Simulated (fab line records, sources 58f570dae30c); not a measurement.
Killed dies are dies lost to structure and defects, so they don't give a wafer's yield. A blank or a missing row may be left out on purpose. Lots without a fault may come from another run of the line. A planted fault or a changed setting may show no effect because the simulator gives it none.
fab line records | flow berkeley_cmos170
record lots=7 wafers=21 last_day=11
route steps=331 shown SPACER@171 PSD@175 NSD@187 BACKSIDE@199 SDANNEAL@204
lots that met no fault: from a run of the same line without faults
start_h: hours from the record's first day to the start of the lot's first wafer shown | wait_h: hours since the lot's step before | " the same as in the row above | L1.1+2: a row that stands for several wafers | - no value, or no start given | * or withheld: withheld | < > ~ a bound
route shown NAME@n: a module of which the file shows steps, and the number in the route of the first | usual: mean/standard deviation of fault-free wafers | same: alike in all rows | chamber/n: place in a boat | sites: the reading at each site | _std_site: their standard deviation | _edge_site: outer sites' mean less inner sites' | radius_mm: how far each site lies from the wafer's centre | mask NAME#n: copy n | behind: the tool/chamber that last shaped the wafer | hold: why the lot was held/for how many hours/how that ended | device: the transistor (n, p or np) that didn't switch | end of line: the same wafers' tests at the end of the route | a step without rows: its recipe alone | killed: dies lost to structure and defects at the first sort, not the wafer's yield | map: a wafer's dies, x killed, . not, _ none there
set.NAME: the setting as run; set.NAME@STEP: as run at that earlier step | model.NAME: the simulator's own value behind a step, which no gauge read
lots at some steps of the route; a table a step, a row a wafer
services: from which hour (start_h, from the record's first day; less than 0 if before it) a tool's chamber was out of use, for how many hours, and why
## steps
# step UCB170_SPACER_CVD_00
# recipe material=SiO2 target_thk_nm=376 temp_c=390 precursor=TEOS/O2 time_s=47 rf_w=550 pressure_mtorr=9000
# usual heater_power_w=275/56
# columns lot.wafer tool chamber start_h wait_h heater_power_w
L629.1 pecvd-02 2 170.74 0.0 294
L629.3 " 0 " " 302
L629.6 " 0 " " 316
L632.1 pecvd-02 0 195.03 0.0 347
L632.3 " 1 " " 341
L632.6 " 0 " " 363
L631.1 pecvd-03 2 195.75 0.0 216
L631.4 " 1 " " 233
L631.6 " 2 " " 223
L635.2 pecvd-01 1 196.41 0.0 295
L635.4 " 0 " " 251
L635.6 " 2 " " 261
L637.1 pecvd-02 0 216.58 0.0 289
L637.4 " 0 " " 309
L637.5 " 2 " " 279
L638.2 pecvd-03 1 226.39 0.0 188
L638.3 " 2 " " 190
L638.4 " 1 " " 201
L639.2 pecvd-03 2 231.87 0.0 207
L639.3 " 1 " " 231
L639.5 " 0 " " 211
# step UCB170_SPACER_THK_MEAS_01
# recipe reads=SiO2_of_SPACER_CVD_00
# usual SPACER_TEOS_THK=376/6
# columns lot.wafer tool chamber start_h wait_h SPACER_TEOS_THK[nm]
L629.1 film_metro-01 - 170.78 0.0 365
L629.3 " - " " 384
L629.6 " - " " 389
L632.1 film_metro-02 - 195.07 0.0 384
L632.3 " - " " 368
L632.6 " - " " 390
L631.1 film_metro-01 - 195.79 0.0 372
L631.4 " - " " 385
L631.6 " - " " 378
L635.2 film_metro-04 - 196.47 0.0 380
L635.4 " - " " 382
L635.6 " - " " 383
L637.1 film_metro-04 - 216.62 0.0 386
L637.4 " - " " 395
L637.5 " - " " 381
L638.2 film_metro-04 - 226.45 0.0 377
L638.3 " - " " 369
L638.4 " - " " 376
L639.2 film_metro-01 - 231.92 0.0 369
L639.3 " - " " 382
L639.5 " - " " 376
# step UCB170_SPACER_ANNEAL_02
# recipe temp_c=900 time_s=1800 ambient=N2
# step UCB170_SPACER_ETCHBACK_03
# recipe stop_on=Si target=SiO2 chemistry=CHF3/CF4/Ar CHF3_flow_sccm=50 cf4_flow_sccm=10 Ar_flow_sccm=120 pressure_mtorr=200 rf_w=500 target_depth_a=3760 time_s=100
# usual cf4_flow_sccm=10.00/0.03 drypump_motor_current_A=5.8/0.37 oes_product_au=0.902/0.02 throttle_valve_pct=6.49/0.1
# columns lot.wafer tool chamber start_h wait_h cf4_flow_sccm drypump_motor_current_A oes_product_au rf_hours_counter_h throttle_valve_pct
L629.1 rie_diel-03 1 173.73 0.0 9.98 5.3 0.875 76 6.30
L629.3 " 0 " " 10.01 5.9 0.934 103 6.48
L629.6 " 0 " " 10.00 5.9 0.945 - 6.48
L631.1 rie_diel-01 2 200.02 0.0 9.97 5.7 0.891 15 6.51
L631.4 " 2 " " 9.98 5.7 0.910 - 6.52
L631.6 " 0 " " 10.00 5.7 0.885 - 6.63
L632.1 rie_diel-04 2 200.02 0.0 10.07 5.6 0.908 69 6.38
L632.3 " 0 " " 9.98 6.0 0.885 49 6.51
L632.6 " 0 " " 9.95 6.1 0.922 - 6.52
L635.2 rie_diel-03 1 200.09 0.1 10.01 5.3 0.903 77 6.32
L635.4 " 3 " " 10.02 6.0 0.881 13 6.58
L635.6 " 0 " " 10.04 5.9 0.938 - 6.50
L637.1 rie_diel-04 0 223.89 0.0 9.97 6.1 0.926 50 6.51
L637.4 " 1 " " 10.02 6.4 0.940 5 6.53
L637.5 " 0 " " 10.03 6.1 0.916 - 6.52
L638.2 rie_diel-04 1 231.81 0.0 10.02 6.4 0.907 5 6.55
L638.3 " 2 " " 10.07 5.6 0.884 70 6.36
L638.4 " 0 " " 9.94 6.1 0.903 51 6.50
L639.2 rie_diel-03 0 237.41 0.0 10.03 5.9 0.911 106 6.49
L639.3 " 1 " " 9.99 5.4 0.912 79 6.29
L639.5 " 3 " " 10.01 6.0 0.878 - 6.59
# step UCB170_PSD_HMDS_00
# recipe prime_time_s=60 prime_temp_c=100
# step UCB170_PSD_COAT_01
# recipe resist=KrF spin_rpm=1500 resist_thk_nm=900
# step UCB170_PSD_SOFTBAKE_02
# recipe resist=KrF temp_c=130 time_s=60
# step UCB170_PSD_EXPOSE_03
# recipe mask_id=PSELECT_MOD na=0.5 sigma_outer=0.6 source_shape=conventional target_cd_nm=1200 dose_mj=30
# step UCB170_PSD_PEB_04
# recipe peb_temp_c=128.9 peb_time_s=withheld resist=KrF
# step UCB170_PSD_DEVELOP_05
# recipe developer=TMAH develop_time_s=45 resist=KrF dev_temp_c=21
# step UCB170_PSD_CD_MEAS_06
# recipe target_cd_nm=1200
# usual cd_nm=1199.9/1.4
# columns lot.wafer tool chamber start_h wait_h cd_nm
L629.1 cd_sem-02 - 175.31 - 1200.6
L629.3 " - " " 1202.0
L629.6 " - " " 1201.3
L632.1 cd_sem-01 - 201.63 - 1198.0
L632.3 " - " " 1197.9
L632.6 " - " " 1197.6
L631.1 cd_sem-02 - 201.90 - 1199.2
L631.4 " - " " 1198.5
L631.6 " - " " 1199.7
L635.2 cd_sem-01 - 202.46 - 1200.4
L635.4 " - " " 1199.8
L635.6 " - " " 1201.1
L637.1 cd_sem-01 - 225.18 - 1197.9
L637.4 " - " " 1198.3
L637.5 " - " " 1199.2
L638.2 cd_sem-01 - 232.86 - 1201.3
L638.3 " - " " 1201.1
L638.4 " - " " 1200.9
L639.2 cd_sem-02 - 238.61 - 1199.9
L639.3 " - " " 1201.0
L639.5 " - " " 1199.9
# step UCB170_PSD_OVL_MEAS_07
# usual PSD_OVL=0/5.2
# columns lot.wafer tool chamber start_h wait_h PSD_OVL[nm]
L629.1 overlay-02 - 175.43 0.1 0
L629.3 " - " " 6
L629.6 " - " " 0
L632.1 overlay-02 - 201.75 0.1 7
L632.3 " - " " 9
L632.6 " - " " 8
L631.1 overlay-01 - 202.02 0.1 7
L631.4 " - " " 1
L631.6 " - " " 2
L635.2 overlay-02 - 202.57 0.1 -3
L635.4 " - " " -2
L635.6 " - " " -4
L637.1 overlay-02 - 225.30 0.1 3
L637.4 " - " " 6
L637.5 " - " " 5
L638.2 overlay-02 - 232.97 0.1 -4
L638.3 " - " " -3
L638.4 " - " " -3
L639.2 overlay-02 - 238.72 0.1 0
L639.3 " - " " 4
L639.5 " - " " 2
# step UCB170_PSD_IMPLANT_08
# recipe species=B dose_cm2=3e+15 energy_kev=20 tilt_deg=7
# usual beam_on_s=10.03/0.2 implant_ion_amu=11/0
# columns lot.wafer tool chamber start_h wait_h beam_on_s implant_ion_amu model.implant.rp_nm model.implant.drp_nm
L629.1 implanter-04 0 175.46 0.0 10.22 11 66.8 28.34
L629.3 " 0 " " 10.04 11 66.8 28.34
L629.6 " 0 " " 10.02 11 66.8 28.34
L632.1 implanter-01 0 201.78 0.0 10.04 11 67.36 28.34
L632.3 " 0 " " 10.18 11 67.36 28.34
L632.6 " 0 " " 10.13 11 67.36 28.34
L631.1 implanter-03 0 202.06 0.0 10.09 11 64.6 28.34
L631.4 " 0 " " 10.11 11 64.6 28.34
L631.6 " 0 " " 9.86 11 64.6 28.34
L635.2 implanter-03 0 202.62 0.0 9.70 11 64.13 28.34
L635.4 " 0 " " 9.97 11 64.13 28.34
L635.6 " 0 " " 9.76 11 64.13 28.34
L637.1 implanter-03 0 225.33 0.0 10.03 31 28.24 12.97
L637.4 " 0 " " 10.17 31 28.24 12.97
L637.5 " 0 " " 9.87 31 28.24 12.97
L638.2 implanter-03 0 233.03 0.0 9.93 31 26.62 12.97
L638.3 " 0 " " 10.27 31 26.62 12.97
L638.4 " 0 " " 9.92 31 26.62 12.97
L639.2 implanter-04 0 238.78 0.0 9.67 31 27.43 12.97
L639.3 " 0 " " 9.89 31 27.43 12.97
L639.5 " 0 " " 10.17 31 27.43 12.97
# step UCB170_PSD_STRIP_09
# recipe chemistry=O2 power_w=400 pressure_mtorr=3500 platen_temp_c=withheld o2_flow_sccm=400 overash_fraction=0.5
# usual drypump_motor_current_A=5.5/0.46 oes_product_au=0.600/0.0042 strip_time_to_endpoint_s=29.38/0.068
# columns lot.wafer tool chamber start_h wait_h drypump_motor_current_A oes_product_au rf_hours_counter_h strip_time_to_endpoint_s
L629.1 plasma_asher-02 0 175.61 0.1 5.6 0.601 5 29.45
L629.3 " 0 " " 5.6 0.597 - 29.44
L629.6 " 0 " " 5.6 0.603 - 29.39
L632.1 plasma_asher-03 0 201.93 0.1 5.1 0.607 48 29.38
L632.3 " 1 " " 5.8 0.602 - 29.35
L632.6 " 1 " " 5.8 0.604 - 29.36
L631.1 plasma_asher-02 1 202.21 0.1 4.8 0.604 8 29.23
L631.4 " 1 " " 4.8 0.600 - 29.35
L631.6 " 1 " " 4.8 0.599 - 29.25
L635.2 plasma_asher-02 1 202.75 0.1 4.8 0.603 9 29.45
L635.4 " 0 " " 5.5 0.598 - 29.32
L635.6 " 0 " " 5.5 0.605 - 29.36
L637.1 plasma_asher-04 0 225.48 0.1 5.7 0.604 55 28.75
L637.4 " 1 " " 6.1 0.616 - 28.75
L637.5 " 1 " " 6.1 0.612 - 28.68
L638.2 plasma_asher-04 1 233.15 0.1 6.1 0.617 55 28.58
L638.3 " 0 " " 5.8 0.611 - 28.56
L638.4 " 1 " " 6.1 0.606 - 28.65
L639.2 plasma_asher-02 1 238.90 0.1 4.7 0.619 13 28.66
L639.3 " 0 " " 5.5 0.602 - 28.63
L639.5 " 0 " " 5.5 0.607 - 28.67
# step UCB170_PSD_TW_MEAS_10
# usual PSD_TW=2311/20
# columns lot.wafer tool chamber start_h wait_h PSD_TW
L629.1 film_metro-01 - 175.71 0.1 2325
L629.3 " - " " 2324
L629.6 " - " " 2309
L632.1 film_metro-04 - 202.03 0.1 2295
L632.3 " - " " 2283
L632.6 " - " " 2296
L631.1 film_metro-01 - 202.31 0.1 2327
L631.4 " - " " 2320
L631.6 " - " " 2313
L635.2 film_metro-03 - 202.86 0.1 2347
L635.4 " - " " 2348
L635.6 " - " " 2337
L637.1 film_metro-04 - 225.58 0.1 3447
L637.4 " - " " 3452
L637.5 " - " " 3468
L638.2 film_metro-03 - 233.26 0.1 3496
L638.3 " - " " 3520
L638.4 " - " " 3492
L639.2 film_metro-04 - 239.01 0.1 3441
L639.3 " - " " 3447
L639.5 " - " " 3436
# step UCB170_PSD_CLEAN_11
# recipe chemistry=SPM temp_c=120 time_s=600
# step UCB170_NSD_HMDS_00
# recipe prime_time_s=60 prime_temp_c=100
# step UCB170_NSD_COAT_01
# recipe resist=KrF spin_rpm=1500 resist_thk_nm=900
# step UCB170_NSD_SOFTBAKE_02
# recipe resist=KrF temp_c=130 time_s=60
# step UCB170_NSD_EXPOSE_03
# recipe mask_id=NSELECT_MOD na=0.5 sigma_outer=0.6 source_shape=conventional target_cd_nm=1200 dose_mj=30
# step UCB170_NSD_PEB_04
# recipe peb_temp_c=129 peb_time_s=withheld resist=KrF
# step UCB170_NSD_DEVELOP_05
# recipe developer=TMAH develop_time_s=45 resist=KrF dev_temp_c=21
# step UCB170_NSD_CD_MEAS_06
# recipe target_cd_nm=1200
# usual cd_nm=1199.8/1.2
# columns lot.wafer tool chamber start_h wait_h cd_nm
L629.1 cd_sem-02 - 178.00 - 1200.5
L629.3 " - " " 1199.4
L629.6 " - " " 1198.1
L632.1 cd_sem-02 - 203.51 - 1199.6
L632.3 " - " " 1200.0
L632.6 " - " " 1201.6
L631.1 cd_sem-01 - 203.79 - 1199.3
L631.4 " - " " 1199.5
L631.6 " - " " 1199.3
L635.2 cd_sem-01 - 204.50 - 1200.2
L635.4 " - " " 1199.0
L635.6 " - " " 1200.9
L637.1 cd_sem-01 - 229.49 - 1201.3
L637.4 " - " " 1202.1
L637.5 " - " " 1201.0
L638.2 cd_sem-02 - 234.36 - 1201.6
L638.3 " - " " 1201.0
L638.4 " - " " 1200.1
L639.2 cd_sem-02 - 240.81 - 1199.3
L639.3 " - " " 1200.5
L639.5 " - " " 1199.3
# step UCB170_NSD_OVL_MEAS_07
# usual NSD_OVL=-1/4.8
# columns lot.wafer tool chamber start_h wait_h NSD_OVL[nm]
L629.1 overlay-01 - 178.12 0.1 -4
L629.3 " - " " -8
L629.6 " - " " 1
L632.1 overlay-02 - 203.63 0.1 1
L632.3 " - " " 3
L632.6 " - " " -2
L631.1 overlay-02 - 203.91 0.1 1
L631.4 " - " " 3
L631.6 " - " " -1
L635.2 overlay-01 - 204.61 0.1 1
L635.4 " - " " 2
L635.6 " - " " 1
L637.1 overlay-02 - 229.61 0.1 -1
L637.4 " - " " -8
L637.5 " - " " -4
L638.2 overlay-01 - 234.47 0.1 -5
L638.3 " - " " -2
L638.4 " - " " -3
L639.2 overlay-02 - 240.91 0.1 -3
L639.3 " - " " -5
L639.5 " - " " 3
# step UCB170_NSD_IMPLANT_08
# recipe species=P dose_cm2=3e+15 energy_kev=40 tilt_deg=7
# step UCB170_NSD_STRIP_09
# recipe chemistry=O2 power_w=400 pressure_mtorr=3500 platen_temp_c=withheld o2_flow_sccm=400 overash_fraction=0.5
# usual drypump_motor_current_A=5.6/0.55 oes_product_au=0.534/0.0047 strip_time_to_endpoint_s=35.82/0.078
# columns lot.wafer tool chamber start_h wait_h drypump_motor_current_A oes_product_au rf_hours_counter_h strip_time_to_endpoint_s
L629.1 plasma_asher-02 0 178.31 0.1 5.5 0.537 6 35.70
L629.3 " 1 " " 4.7 0.523 - 35.83
L629.6 " 0 " " 5.6 0.537 - 35.79
L632.1 plasma_asher-02 1 203.82 0.1 4.7 0.529 9 35.82
L632.3 " 1 " " 4.7 0.530 - 35.80
L632.6 " 0 " " 5.5 0.528 - 35.74
L631.1 plasma_asher-03 1 204.10 0.1 5.8 0.530 49 35.91
L631.4 " 1 " " 5.8 0.536 - 35.85
L631.6 " 0 " " 5.2 0.528 - 35.84
L635.2 plasma_asher-01 1 204.79 0.1 6.0 0.541 39 35.74
L635.4 " 1 " " 6.0 0.536 - 35.82
L635.6 " 1 " " 6.0 0.532 - 35.77
L637.1 plasma_asher-01 1 229.80 0.1 6.0 0.538 42 35.86
L637.4 " 1 " " 6.0 0.527 - 35.90
L637.5 " 0 " " 6.5 0.530 - 35.82
L638.2 plasma_asher-02 1 234.65 0.1 4.7 0.532 12 35.79
L638.3 " 1 " " 4.7 0.545 - 35.78
L638.4 " 0 " " 5.5 0.544 - 35.77
L639.2 plasma_asher-03 0 241.09 0.1 5.1 0.538 53 35.82
L639.3 " 0 " " 5.1 0.527 - 35.80
L639.5 " 1 " " 5.8 0.534 - 35.77
# step UCB170_NSD_TW_MEAS_10
# usual NSD_TW=4151/33
# columns lot.wafer tool chamber start_h wait_h NSD_TW
L629.1 film_metro-03 - 178.41 0.1 4190
L629.3 " - " " 4162
L629.6 " - " " 4177
L632.1 film_metro-01 - 203.92 0.1 4157
L632.3 " - " " 4171
L632.6 " - " " 4169
L631.1 film_metro-03 - 204.20 0.1 4204
L631.4 " - " " 4215
L631.6 " - " " 4204
L635.2 film_metro-04 - 204.90 0.1 4109
L635.4 " - " " 4129
L635.6 " - " " 4131
L637.1 film_metro-01 - 229.90 0.1 4172
L637.4 " - " " 4184
L637.5 " - " " 4199
L638.2 film_metro-04 - 234.76 0.1 4095
L638.3 " - " " 4110
L638.4 " - " " 4132
L639.2 film_metro-04 - 241.20 0.1 4152
L639.3 " - " " 4139
L639.5 " - " " 4151
# step UCB170_NSD_CLEAN_11
# recipe chemistry=SPM temp_c=120 time_s=600
# step UCB170_BACKSIDE_HMDS_00
# recipe prime_time_s=60 prime_temp_c=100
# step UCB170_BACKSIDE_COAT_01
# recipe resist=KrF spin_rpm=1500 resist_thk_nm=900
# step UCB170_BACKSIDE_SOFTBAKE_02
# recipe resist=KrF temp_c=130 time_s=60
# step UCB170_BACKSIDE_STRIP_03
# recipe chemistry=O2 power_w=400 pressure_mtorr=3500 platen_temp_c=withheld o2_flow_sccm=400 overash_fraction=0.5
# step UCB170_BACKSIDE_CLEAN_04
# recipe chemistry=SPM temp_c=120 time_s=600
# step UCB170_SDANNEAL_RTA_00
# recipe temp_c=900 time_s=10 ambient=N2
# usual chamber_o2_ppm=1.999/0.018 lamp_power_pct=22.4/0.78 wafer_temp_C_max=903.0/1
# columns lot.wafer tool chamber start_h wait_h chamber_o2_ppm lamp_power_pct wafer_temp_C_max
L629.1 rtp_anneal-02 0 179.37 0.0 2.006 23.2 902.1
L629.3 " 0 " " 2.026 23.2 903.2
L629.6 " 0 " " 1.980 23.2 903.2
L632.1 rtp_anneal-02 0 205.05 0.0 1.981 23.2 901.5
L632.3 " 0 " " 1.983 23.2 901.1
L632.6 " 0 " " 1.994 23.2 901.1
L631.1 rtp_anneal-01 0 205.58 0.0 2.021 21.7 904.8
L631.4 " 0 " " 2.018 21.6 903.9
L631.6 " 0 " " 2.013 21.7 903.7
L635.2 rtp_anneal-01 0 206.14 0.0 1.970 21.7 904.1
L635.4 " 0 " " 2.005 21.7 903.2
L635.6 " 0 " " 1.968 21.7 903.8
L637.1 rtp_anneal-02 0 230.86 0.0 2.031 23.2 903.6
L637.4 " 0 " " 1.972 23.2 902.7
L637.5 " 0 " " 2.000 23.2 902.1
L638.2 rtp_anneal-01 0 235.95 0.0 1.994 21.7 903.4
L638.3 " 0 " " 1.984 21.7 904.2
L638.4 " 0 " " 1.975 21.7 903.4
L639.2 rtp_anneal-01 0 242.17 0.0 2.002 21.7 903.2
L639.3 " 0 " " 2.012 21.7 904.9
L639.5 " 0 " " 1.985 21.6 903.5
# step UCB170_SDANNEAL_RTA_01
# recipe temp_c=1050 time_s=5 ambient=N2
# usual chamber_o2_ppm=2.001/0.022 lamp_power_pct=34.6/1.2 wafer_temp_C_max=1053.7/1.2
# columns lot.wafer tool chamber start_h wait_h chamber_o2_ppm lamp_power_pct wafer_temp_C_max
L629.1 rtp_anneal-02 0 179.43 0.1 1.995 35.8 1051.8
L629.3 " 0 " " 2.025 35.9 1051.9
L629.6 " 0 " " 2.001 35.8 1052.2
L632.1 rtp_anneal-02 0 205.12 0.1 2.007 35.8 1052.9
L632.3 " 0 " " 2.039 35.9 1052.4
L632.6 " 0 " " 2.024 35.8 1052.6
L631.1 rtp_anneal-01 0 205.65 0.1 1.996 33.4 1054.3
L631.4 " 0 " " 2.015 33.4 1056.3
L631.6 " 0 " " 2.025 33.5 1054.3
L635.2 rtp_anneal-01 0 206.21 0.1 1.984 33.4 1054.3
L635.4 " 0 " " 2.018 33.4 1056.0
L635.6 " 0 " " 2.029 33.4 1055.8
L637.1 rtp_anneal-02 0 230.99 0.1 1.992 35.8 1053.0
L637.4 " 0 " " 1.970 35.8 1054.0
L637.5 " 0 " " 1.977 35.9 1053.4
L638.2 rtp_anneal-01 0 236.02 0.1 2.011 33.5 1054.7
L638.3 " 0 " " 2.013 33.4 1055.0
L638.4 " 0 " " 1.971 33.4 1055.4
L639.2 rtp_anneal-01 0 242.23 0.1 2.003 33.5 1054.7
L639.3 " 0 " " 2.024 33.4 1053.9
L639.5 " 0 " " 2.013 33.4 1054.1
# step UCB170_SDANNEAL_RS_MEAS_02
# recipe thk_meas_gauge=four-point-probe
# usual PSD_RS=75.63/0.3
# columns lot.wafer tool chamber start_h wait_h PSD_RS[ohm/sq]
L629.1 film_metro-01 - 179.49 0.0 75.61
L629.3 " - " " 75.40
L629.6 " - " " 75.28
L632.1 film_metro-04 - 205.18 0.0 75.24
L632.3 " - " " 75.41
L632.6 " - " " 75.51
L631.1 film_metro-03 - 205.70 0.0 76.35
L631.4 " - " " 75.97
L631.6 " - " " 76.04
L635.2 film_metro-03 - 206.27 0.1 75.56
L635.4 " - " " 75.60
L635.6 " - " " 75.72
L637.1 film_metro-04 - 231.11 0.1 34.89
L637.4 " - " " 34.78
L637.5 " - " " 34.86
L638.2 film_metro-01 - 236.09 0.1 35.00
L638.3 " - " " 34.97
L638.4 " - " " 34.97
L639.2 film_metro-01 - 242.30 0.1 34.98
L639.3 " - " " 35.11
L639.5 " - " " 34.99
# step UCB170_SDANNEAL_RS_MEAS_03
# recipe thk_meas_gauge=four-point-probe
# usual NSD_RS=37.28/0.09
# columns lot.wafer tool chamber start_h wait_h NSD_RS[ohm/sq]
L629.1 film_metro-01 - 179.61 0.1 37.36
L629.3 " - " " 37.26
L629.6 " - " " 37.28
L632.1 film_metro-04 - 205.30 0.1 37.40
L632.3 " - " " 37.24
L632.6 " - " " 37.28
L631.1 film_metro-03 - 205.82 0.1 37.24
L631.4 " - " " 37.19
L631.6 " - " " 37.23
L635.2 film_metro-03 - 206.39 0.1 37.35
L635.4 " - " " 37.39
L635.6 " - " " 37.32
L637.1 film_metro-04 - 231.23 0.1 37.06
L637.4 " - " " 37.14
L637.5 " - " " 37.20
L638.2 film_metro-01 - 236.21 0.1 37.37
L638.3 " - " " 37.39
L638.4 " - " " 37.40
L639.2 film_metro-01 - 242.42 0.1 37.26
L639.3 " - " " 37.29
L639.5 " - " " 37.29
## services
# columns tool chamber start_h hours kind
rie_diel-01 0 148.57 - clean
rie_diel-01 0 148.57 14.3 scheduled_down
rie_diel-01 0 148.57 14.3 vent_cycle
rie_diel-03 3 148.76 2.7 repair
pecvd-01 0 149.50 - clean
pecvd-01 1 149.50 - clean
pecvd-01 2 149.50 - clean
implanter-01 - 159.36 4.1 repair
implanter-04 - 160.48 3.6 pm
implanter-01 - 163.45 1.5 repair
implanter-01 - 164.95 7.7 pm
rie_diel-03 2 165.93 3.0 repair
rie_diel-01 3 174.58 - clean
rie_diel-01 3 174.58 25.7 scheduled_down
rie_diel-01 3 174.58 25.7 vent_cycle
implanter-03 - 195.63 3.8 repair
pecvd-01 - 199.50 6.0 pm
implanter-03 - 203.48 0.7 repair
rie_diel-01 0 213.03 5.8 repair
rie_diel-01 - 213.30 0.9 repair
plasma_asher-03 - 230.01 2.0 repair
implanter-01 - 232.97 5.3 repair
## key
first_sign step=UCB170_PSD_IMPLANT_08 reading=implant_ion_amu direction=up sigmas=99+ usual=11 struck=31
effect step=UCB170_PSD_STRIP_09 reading=strip_time_to_endpoint_s direction=down sigmas=10 usual=* struck=*
effect step=UCB170_PSD_TW_MEAS_10 reading=PSD_TW direction=up sigmas=56 usual=2311 struck=3467
effect step=UCB170_SDANNEAL_RS_MEAS_02 reading=PSD_RS direction=down sigmas=99+ usual=75.63 struck=34.95
model_effect step=UCB170_PSD_IMPLANT_08 value=implant.rp_nm without=64.9 struck=27.43
met_at UCB170_PSD_IMPLANT_08
struck_wafers L637.1,L637.4,L637.5,L638.2,L638.3,L638.4,L639.2,L639.3,L639.5
sort_left_out L637.1,L637.4,L637.5,L638.2,L638.3,L638.4,L639.2,L639.3,L639.5
tester_left_out L637,L638,L639
onset_between 202.62 225.33
fault kind=wrong_recipe_download tool=implanter-01,implanter-03,implanter-04 chamber=- onset_h=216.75 steps=UCB170_PSD_IMPLANT_08 wrong_recipe.not_listed=1
# tester_left_out: of these lots the tester's yield and bins aren't shown, on N5 and GAA mostly nor the transistor test; their killed dies are dies lost to structure and defects alone, not to doping, threshold or leakage, so they don't give the yield
# sort_left_out: the simulated sort isn't trusted on such a fault, so these wafers' sort isn't shown, and their yield isn't known
